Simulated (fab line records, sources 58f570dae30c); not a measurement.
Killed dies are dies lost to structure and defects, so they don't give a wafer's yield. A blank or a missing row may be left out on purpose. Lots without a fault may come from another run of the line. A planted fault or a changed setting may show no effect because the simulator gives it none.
Which tool did it? | flow berkeley_cmos170 | 7 lots, 21 wafers sampled, at 2 steps of a route of 331

WHAT THE GAUGES READ, wafer by wafer
UCB170_SCREENOX_THK_MEAS_02.
lot  | measured     | on            | SCREENOX_OXIDE_THK (nm)
L285 | day 6 12:39  | film_metro-02 | 14.31 14.21 14.26
L287 | day 6 18:31  | film_metro-01 | 14.48 14.63 14.49
L288 | day 7 00:10  | film_metro-02 | 14.22 14.55 14.28
L294 | day 7 12:51  | film_metro-03 | 14.64 14.65 14.66
L298 | day 8 09:42  | film_metro-01 | 14.45 14.43 14.51
L300 | day 9 04:23  | film_metro-02 | 14.55 14.44 14.36
L305 | day 10 02:11 | film_metro-01 | 14.44 14.29 14.51

WHICH TOOL RAN EACH LOT (tool, then ch and the chambers of the sampled wafers, then the start)
lot  | UCB170_PFIELD_STRIP_08
L285 | plasma_asher-01 ch 0,1, day 5 13:30
L287 | plasma_asher-02 ch 0,1, day 6 00:56
L288 | plasma_asher-04 ch 0,1, day 6 07:04
L294 | plasma_asher-04 ch 0,1, day 6 19:52
L298 | plasma_asher-01 ch 0,1, day 7 13:16
L300 | plasma_asher-04 ch 0,1, day 8 02:39
L305 | plasma_asher-02 ch 0,1, day 8 23:08
- UCB170_PFIELD_STRIP_08: strips in O2.

THE ANSWER, worked out from the rows above alone
Rule: what is usual is taken from the lots themselves. Put in order of their means at a reading, lots are off if they are a third of the lots or fewer, leave a main group of 4 or more, and stand apart from it by a gap of 3 or more times the standard deviation of the main group's means; of several such gaps the widest counts. A main group whose means are all the same, to the digits that the tables above print for the reading, isn't used. A lot without any number at a reading at which 4 lots or more have one is off too. The other lots that the step has rows for count as sound.
No lot is off at any reading shown: from this, nothing can be told.

WHAT THE SIMULATOR HAD PUT IN
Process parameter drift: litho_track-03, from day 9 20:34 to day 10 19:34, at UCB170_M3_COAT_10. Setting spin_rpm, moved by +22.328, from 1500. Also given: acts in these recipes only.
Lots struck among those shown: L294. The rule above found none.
